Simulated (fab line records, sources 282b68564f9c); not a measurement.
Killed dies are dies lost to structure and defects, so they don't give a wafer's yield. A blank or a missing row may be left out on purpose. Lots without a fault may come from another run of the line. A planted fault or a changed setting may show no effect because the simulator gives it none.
Split-lot experiment | flow rit_cmos | 5 lots, 23 wafers read, on a route of 202 steps

THE SPLIT
At RIT_PWELL_IMPLANT_08, the setting energy_kev was moved away from the recipe's 170 on 10 of the 23 wafers read, by -2.1% to +5.5%. The other wafers ran this setting at the recipe's value.

The reading is taken at the split's own step.

THE READING
implant.drp_nm (the simulator's own value, which no gauge read), in nm, at RIT_PWELL_IMPLANT_08. The file gives no usual value for it.

wafer  | tool, chamber at the split | energy_kev as run | against the recipe | implant.drp_nm, nm | against lot-mates on the recipe
L074.1 | implanter-03, 0            | 179.4             | +5.5%              | 104.4              | +1.5
L074.5 | implanter-03, 0            | 179.4             | +5.5%              | 104.4              | +1.5
L074.3 | implanter-03, 0            | 170               | recipe             | 102.9              | -
L074.4 | implanter-03, 0            | 170               | recipe             | 102.9              | -
L074.6 | implanter-03, 0            | 170               | recipe             | 102.9              | -
L076.1 | implanter-04, 0            | 174.1             | +2.4%              | 103.6              | +0.7
L076.2 | implanter-04, 0            | 174.1             | +2.4%              | 103.6              | +0.7
L076.3 | implanter-04, 0            | 174.1             | +2.4%              | 103.6              | +0.7
L076.5 | implanter-04, 0            | 170               | recipe             | 102.9              | -
L076.6 | implanter-04, 0            | 170               | recipe             | 102.9              | -
L080.2 | implanter-04, 0            | 170               | recipe             | 102.9              | -
L080.4 | implanter-04, 0            | 170               | recipe             | 102.9              | -
L080.6 | implanter-04, 0            | 170               | recipe             | 102.9              | -
L081.1 | implanter-03, 0            | 166.5             | -2.1%              | 102.2              | -0.7
L081.4 | implanter-03, 0            | 166.5             | -2.1%              | 102.2              | -0.7
L081.3 | implanter-03, 0            | 170               | recipe             | 102.9              | -
L081.5 | implanter-03, 0            | 170               | recipe             | 102.9              | -
L081.6 | implanter-03, 0            | 170               | recipe             | 102.9              | -
L084.1 | implanter-01, 0            | 176.8             | +4.0%              | 104                | +1.1
L084.4 | implanter-01, 0            | 176.8             | +4.0%              | 104                | +1.1
L084.5 | implanter-01, 0            | 176.8             | +4.0%              | 104                | +1.1
L084.2 | implanter-01, 0            | 170               | recipe             | 102.9              | -
L084.6 | implanter-01, 0            | 170               | recipe             | 102.9              | -

THE FIT
A straight line over all 23 wafers: implant.drp_nm changes by +0.283 nm for each +1% of energy_kev; r = +1.00; the points scatter about the line by 0.039 nm.
The same after taking each lot's own level away (the mean of its wafers on the recipe; 23 wafers): +0.283 nm for each +1%; r = +1.00; scatter 0.039 nm.
On that fit, the largest move of energy_kev shifts the reading by 1.6 nm.
The lots' own levels span 102.90 to 102.90 nm.
So the lot-to-lot level changes the slope little: the two slopes agree.
Check: with one of the wafers moved furthest among these (+5.5%) left out of the fit, the line predicts +1.56 nm for it against its lot-mates. It came out at +1.5 nm against them.

OTHER SPLITS ON THESE WAFERS
These wafers also went through other splits before the reading. Each is held against what the fit with the lots' levels taken away leaves over:
other split on the same wafers  | wafers away from the commonest value | r with implant.drp_nm (lot level and that fit taken away)
RIT_ACTIVE_CVD_03 time_s        | 15                                   | -0.30
RIT_ACTIVE_ETCH_13 rf_w         | 10                                   | -0.33
RIT_FOX1_OXIDATION_00 temp_c    | 5                                    | -0.02
RIT_NWELL_IMPLANT_08 energy_kev | 6                                    | -0.39

THE WHOLE CHAIN: every reading that the file lists as answering this split, in the file's order
step                 | what it does | reading                                                         | change (the file's fit)               | r (the file's)
RIT_PWELL_IMPLANT_08 |              | implant.rp_nm (the simulator's own value, which no gauge read)  | +3.63 nm for each +1% of the setting  | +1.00
RIT_PWELL_IMPLANT_08 |              | implant.drp_nm (the simulator's own value, which no gauge read) | +0.276 nm for each +1% of the setting | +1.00

THE FILE'S OWN FIT
implant.drp_nm changes by +0.276 nm for each +1% of energy_kev, r = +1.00.
